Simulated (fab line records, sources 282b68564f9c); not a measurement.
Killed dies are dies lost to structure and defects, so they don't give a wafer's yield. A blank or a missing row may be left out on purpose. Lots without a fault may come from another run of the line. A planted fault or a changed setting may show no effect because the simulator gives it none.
A struck lot beside a sound one | flow rit_cmos | 15 steps out of a route of 202
Sound: wafers L647.1, L647.2, L647.6. Struck: wafers L643.1, L643.5. (L643.2 of the same lot was not struck and is left out.) The cause comes at the end.
At each step with rows: each side's tool, then ch and its chambers, then its first start. Under that, the readings that differ: sound wafers | struck wafers | difference of the means | sigmas: that difference in standard deviations of wafers without a fault.
alike: readings whose means differ by less than 2 such deviations, and words and numbers that are the same on both sides. not compared: withheld readings, readings that some wafer has no value for, bounds like >300 that may hide the same value, and numbers for which the record gives no deviation and whose values overlap.
The two part at a step that has a row with sigmas, a row that says differs or no value, or rows on one side only. Numbers that don't overlap but have no deviation are shown without sigmas and don't part them. A reading that every wafer of one side lacks parts them only if that side has two wafers or more.

first, 2 steps without rows for these wafers: RIT_PLDD_PEB_04; RIT_PLDD_DEVELOP_05 (develop time 50 s).
RIT_PLDD_OVL_MEAS_06:
  sound on overlay-02, day 5 15:30; struck on overlay-01, day 4 20:57
  alike: PLDD_OVL
then, 2 steps without rows for these wafers: RIT_PLDD_HARDBAKE_07 (time 60 s); RIT_PLDD_IMPLANT_08.
RIT_PLDD_STRIP_09: strips in O2, time 180 s.
  sound on plasma_asher-04 ch 0,1, day 5 15:50; struck on plasma_asher-04 ch 1, day 4 21:17
  alike: drypump_motor_current_A, rf_refl_power_W
  not compared: rf_hours_counter_h
RIT_PLDD_TW_MEAS_10:
  sound on film_metro-02, day 5 16:01; struck on film_metro-04, day 4 21:28
  alike: PLDD_TW
then, 4 steps without rows for these wafers: RIT_SPACER_CLEAN_00 (cleans in SC1, time 600 s); RIT_SPACER_CLEAN_01 (cleans in dHF, time 30 s); RIT_SPACER_CLEAN_02 (cleans in SC2, time 600 s); RIT_SPACER_CVD_03 (deposits Si3N4 from SiH2Cl2/NH3, target thk 250 nm, time 3300 s).
RIT_SPACER_THK_MEAS_04:
  sound on film_metro-01, day 5 18:35; struck on film_metro-02, day 4 23:50
  alike: SPACER_NITRIDE_THK
RIT_SPACER_ETCHBACK_05: etches Si3N4 in SF6/CHF3, stops on SiO2, target depth 250 nm, time 240 s.
  sound on rie_diel-02 ch 0,2, day 5 18:39; struck on rie_diel-01 ch 0, day 4 23:54
  reading                | sound             | struck      | difference | sigmas
  oes_product_au (a.u.)  | 0.848 0.864 0.853 | 0.778 0.780 | -0.076     | -5
  run_length_s (s)       | 269.4 268.2 268.2 | 280.4 280.1 | +11.7      | +26
  throttle_valve_pct (%) | 10.31 10.59 10.58 | 10.08 10.06 | -0.42      | -3
  alike: SF6_flow_sccm, drypump_motor_current_A
  not compared: rf_hours_counter_h
then, 1 step without rows for these wafers: RIT_NSD_HMDS_00 (prime time 60 s).
RIT_M1_PROBE_99:
  sound on prober-01, day 6 05:57; struck on prober-01, day 5 10:57
  reading                                | sound             | struck      | difference | sigmas
  model.etest.diode_nplus_comb.cj_ff_um2 | 2.645 2.631 2.645 | 2.689 2.689 | +0.049     |
  alike: killed_at_contacts, killed_at_front_end, killed_dies, killed_open, killed_short
  not compared: model.etest.nmos_0p15.r_on_ohm_um, model.etest.nwell_pinched.rs_ohm_sq

WHERE THEY PART
Only at RIT_SPACER_ETCHBACK_05, within this record. Later steps at which nothing parts them and some readings are alike: RIT_M1_PROBE_99.

WHY: what the simulator had put in
Process parameter drift: rie_diel-01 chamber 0, from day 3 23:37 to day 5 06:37, at RIT_SPACER_ETCHBACK_05. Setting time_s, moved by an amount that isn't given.
